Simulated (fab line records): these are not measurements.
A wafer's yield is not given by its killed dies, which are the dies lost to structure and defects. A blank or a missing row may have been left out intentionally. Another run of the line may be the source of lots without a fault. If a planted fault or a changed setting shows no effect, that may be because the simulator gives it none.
Split-lot study || flow rit-cmos || 23 wafers read from 5 lots, route of 202 steps

== SPLIT DETAILS ==
At RIT_SPACER_CVD_03 (deposits Si3N4 from SiH2Cl2/NH3, target thk 250 nm, time 3300 s), the setting temp-c was moved away from the recipe's 810 C on 10 of the 23 wafers read, by -2.4% to -2.1%. The other wafers ran this setting at the recipe's value.

== FROM THE SPLIT TO THE READING: what the file shows between them, 1 step ==
- RIT_SPACER_THK_MEAS_04

== THE READING ==
oes-product-au, in a.u., at RIT_SPACER_ETCHBACK_05 (etches Si3N4 in SF6/CHF3, stops on SiO2, target depth 250 nm, time 240 s). Typical for fault-free wafers on this fab line: 0.845 a.u., with standard deviation 0.0088 a.u.

{"wafer": "L075.1", "tool, chamber at the split": "lpcvd-01, 0", "temp-c as run, C": 810, "against the recipe": "recipe", "oes-product-au, a.u.": 0.855, "against lot-mates on the recipe": "-"}
{"wafer": "L075.3", "tool, chamber at the split": "lpcvd-01, 0", "temp-c as run, C": 810, "against the recipe": "recipe", "oes-product-au, a.u.": 0.837, "against lot-mates on the recipe": "-"}
{"wafer": "L075.5", "tool, chamber at the split": "lpcvd-01, 0", "temp-c as run, C": 810, "against the recipe": "recipe", "oes-product-au, a.u.": 0.832, "against lot-mates on the recipe": "-"}
{"wafer": "L076.2", "tool, chamber at the split": "-, -", "temp-c as run, C": 810, "against the recipe": "recipe", "oes-product-au, a.u.": 0.847, "against lot-mates on the recipe": "-"}
{"wafer": "L076.3", "tool, chamber at the split": "-, -", "temp-c as run, C": 810, "against the recipe": "recipe", "oes-product-au, a.u.": 0.849, "against lot-mates on the recipe": "-"}
{"wafer": "L076.4", "tool, chamber at the split": "-, -", "temp-c as run, C": 810, "against the recipe": "recipe", "oes-product-au, a.u.": 0.858, "against lot-mates on the recipe": "-"}
{"wafer": "L076.5", "tool, chamber at the split": "-, -", "temp-c as run, C": 810, "against the recipe": "recipe", "oes-product-au, a.u.": 0.848, "against lot-mates on the recipe": "-"}
{"wafer": "L076.6", "tool, chamber at the split": "-, -", "temp-c as run, C": 810, "against the recipe": "recipe", "oes-product-au, a.u.": 0.848, "against lot-mates on the recipe": "-"}
{"wafer": "L079.1", "tool, chamber at the split": "-, -", "temp-c as run, C": 793.2, "against the recipe": "-2.1%", "oes-product-au, a.u.": 0.670, "against lot-mates on the recipe": "no lot-mate on the recipe"}
{"wafer": "L079.2", "tool, chamber at the split": "-, -", "temp-c as run, C": 793.2, "against the recipe": "-2.1%", "oes-product-au, a.u.": 0.689, "against lot-mates on the recipe": "no lot-mate on the recipe"}
{"wafer": "L079.4", "tool, chamber at the split": "-, -", "temp-c as run, C": 793.2, "against the recipe": "-2.1%", "oes-product-au, a.u.": 0.690, "against lot-mates on the recipe": "no lot-mate on the recipe"}
{"wafer": "L079.5", "tool, chamber at the split": "-, -", "temp-c as run, C": 793.2, "against the recipe": "-2.1%", "oes-product-au, a.u.": 0.680, "against lot-mates on the recipe": "no lot-mate on the recipe"}
{"wafer": "L079.6", "tool, chamber at the split": "-, -", "temp-c as run, C": 793.2, "against the recipe": "-2.1%", "oes-product-au, a.u.": 0.683, "against lot-mates on the recipe": "no lot-mate on the recipe"}
{"wafer": "L083.1", "tool, chamber at the split": "-, -", "temp-c as run, C": 790.4, "against the recipe": "-2.4%", "oes-product-au, a.u.": 0.647, "against lot-mates on the recipe": "no lot-mate on the recipe"}
{"wafer": "L083.2", "tool, chamber at the split": "-, -", "temp-c as run, C": 790.4, "against the recipe": "-2.4%", "oes-product-au, a.u.": 0.655, "against lot-mates on the recipe": "no lot-mate on the recipe"}
{"wafer": "L083.3", "tool, chamber at the split": "-, -", "temp-c as run, C": 790.4, "against the recipe": "-2.4%", "oes-product-au, a.u.": 0.656, "against lot-mates on the recipe": "no lot-mate on the recipe"}
{"wafer": "L083.4", "tool, chamber at the split": "-, -", "temp-c as run, C": 790.4, "against the recipe": "-2.4%", "oes-product-au, a.u.": 0.656, "against lot-mates on the recipe": "no lot-mate on the recipe"}
{"wafer": "L083.5", "tool, chamber at the split": "-, -", "temp-c as run, C": 790.4, "against the recipe": "-2.4%", "oes-product-au, a.u.": 0.653, "against lot-mates on the recipe": "no lot-mate on the recipe"}
{"wafer": "L085.1", "tool, chamber at the split": "-, -", "temp-c as run, C": 810, "against the recipe": "recipe", "oes-product-au, a.u.": 0.851, "against lot-mates on the recipe": "-"}
{"wafer": "L085.2", "tool, chamber at the split": "-, -", "temp-c as run, C": 810, "against the recipe": "recipe", "oes-product-au, a.u.": 0.841, "against lot-mates on the recipe": "-"}
{"wafer": "L085.4", "tool, chamber at the split": "-, -", "temp-c as run, C": 810, "against the recipe": "recipe", "oes-product-au, a.u.": 0.847, "against lot-mates on the recipe": "-"}
{"wafer": "L085.5", "tool, chamber at the split": "-, -", "temp-c as run, C": 810, "against the recipe": "recipe", "oes-product-au, a.u.": 0.840, "against lot-mates on the recipe": "-"}
{"wafer": "L085.6", "tool, chamber at the split": "-, -", "temp-c as run, C": 810, "against the recipe": "recipe", "oes-product-au, a.u.": 0.837, "against lot-mates on the recipe": "-"}

FIT RESULTS
A straight line over all 23 wafers: oes-product-au changes by +0.079 a.u. for each +1% of temp-c; r = +1.00; the points scatter about the line by 0.0069 a.u.
Too few moved wafers have a lot-mate on the recipe to fit a line with each lot's own level taken away.

== THE WHOLE CHAIN: every reading that the file lists as answering this split, in the file's order ==
{"step": "RIT_SPACER_CVD_03", "what it does": "deposits Si3N4 from SiH2Cl2/NH3, target thk 250 nm, time 3300 s", "reading": "Si3N4_of_SPACER_CVD_03.thk-nm (the simulator's own value, which no gauge read)", "change (the file's fit)": "+31.8 nm for each +1% of the setting", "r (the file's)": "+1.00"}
{"step": "RIT_SPACER_THK_MEAS_04", "what it does": "", "reading": "SPACER_NITRIDE_THK", "change (the file's fit)": "+31.8 for each +1% of the setting", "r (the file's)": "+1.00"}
{"step": "RIT_SPACER_ETCHBACK_05", "what it does": "etches Si3N4 in SF6/CHF3, stops on SiO2, target depth 250 nm, time 240 s", "reading": "oes-product-au", "change (the file's fit)": "+0.079 a.u. for each +1% of the setting", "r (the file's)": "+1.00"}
{"step": "RIT_SPACER_ETCHBACK_05", "what it does": "etches Si3N4 in SF6/CHF3, stops on SiO2, target depth 250 nm, time 240 s", "reading": "etch.depth-nm (the simulator's own value, which no gauge read)", "change (the file's fit)": "+31.8 nm for each +1% of the setting", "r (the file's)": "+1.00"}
{"step": "RIT_SPACER_ETCHBACK_05", "what it does": "etches Si3N4 in SF6/CHF3, stops on SiO2, target depth 250 nm, time 240 s", "reading": "Si3N4_of_SPACER_CVD_03.thk-nm (the simulator's own value, which no gauge read)", "change (the file's fit)": "+25.1 nm for each +1% of the setting", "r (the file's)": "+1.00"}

== THE FILE'S OWN FIT ==
oes-product-au changes by +0.079 a.u. for each +1% of temp-c, r = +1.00.
